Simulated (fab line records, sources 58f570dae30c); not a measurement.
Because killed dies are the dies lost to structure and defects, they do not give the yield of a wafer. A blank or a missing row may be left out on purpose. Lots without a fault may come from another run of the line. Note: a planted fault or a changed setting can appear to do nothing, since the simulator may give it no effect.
One fault through the eyes of 2 desks ; flow berkeleyCmos170 ; only its own numbers are on each desk; what lay behind them is given at the end

## METROLOGY DESK
Means of the sampled wafers that have a number, per lot and without regard to the tool the lot ran on: this is what the gauges read. Any lot whose mean is over 4 standard deviations away from the usual mean is out of limits and marked OUT; that distance is given in the brackets.
Columns: A = M1_AL_RS at UCB170_M1_RS_MEAS_01, usual 0.0475 ohm/sq; B = M1_AL_THK at UCB170_M1_THK_MEAS_02, usual 600 nm; C = cdNm at UCB170_M1_CD_MEAS_09, usual 699.8 nm; D = M1_OVL at UCB170_M1_OVL_MEAS_10, usual -2 nm
lot;first seen here;A;B;C;D
L503;day 8 02:18;0.0470;609;698.0;-2
L505;day 8 19:23;0.0473;600;700.6;0
L508;day 9 01:50;0.0476;604;700.8;0
L510;day 10 04:22;0.0471;606;699.8;-4
L516;day 10 23:38;0.0477;598;700.3;-2
L514;day 11 04:08;0.0476;595;699.4;-0
L518;day 11 19:11;0.0475;602;700.3;-7
This desk's verdict: no lot among the 7 shows anything out of limits.

## FOR THE TOOL OWNER'S DESK: rieDiel-02
The tool's own readings at UCB170_M1_ETCH_11 (etches BARC in N2/H2): means of the sampled wafers that have a number, for each lot that ran on this tool. Any lot whose mean is over 4 standard deviations away from the usual mean is out of limits and marked OUT; that distance is given in the brackets.
Columns: A = biasW at UCB170_M1_ETCH_11, usual 100.0 W; B = drypumpMotorCurrentA at UCB170_M1_ETCH_11, usual 5.7 A; C = oesProductAu at UCB170_M1_ETCH_11, usual 1.010 a.u.; D = throttleValvePct at UCB170_M1_ETCH_11, usual 13.23 %
lot;first seen here;A;B;C;D
L503;day 8 03:37;99.7;5.7;1.009;13.21
L505;day 8 20:49;99.8;5.5;1.277 (+17) OUT;13.18
L508;day 9 03:09;99.9;5.5;1.276 (+17) OUT;13.18
L510;day 10 05:38;100.2;5.6;1.289 (+17) OUT;13.19
This desk finds L505, L508, L510 out of limits, L505 being first, at day 8 20:49 (oesProductAu at UCB170_M1_ETCH_11). In limits: L503.

## ALL TOGETHER
At day 8 20:49, on L505, L508, L510, the tool owner's desk was in a position to raise an alarm.
At the metrology desk, nothing out of limits was observed.
The metrology desk has L505, L508, L510 on record, within its limits.
UCB170_M1_ETCH_11 was run on rieDiel-02 by each of the lots named.

## WHAT HAD BEEN PUT IN BY THE SIMULATOR
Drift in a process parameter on rieDiel-02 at UCB170_M1_ETCH_11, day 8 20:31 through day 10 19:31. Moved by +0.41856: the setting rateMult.
Struck lots among those shown: L505, L508, L510.
Delay in hours, fault start to first out-of-limits reading, by desk: the tool owner's desk at 0.
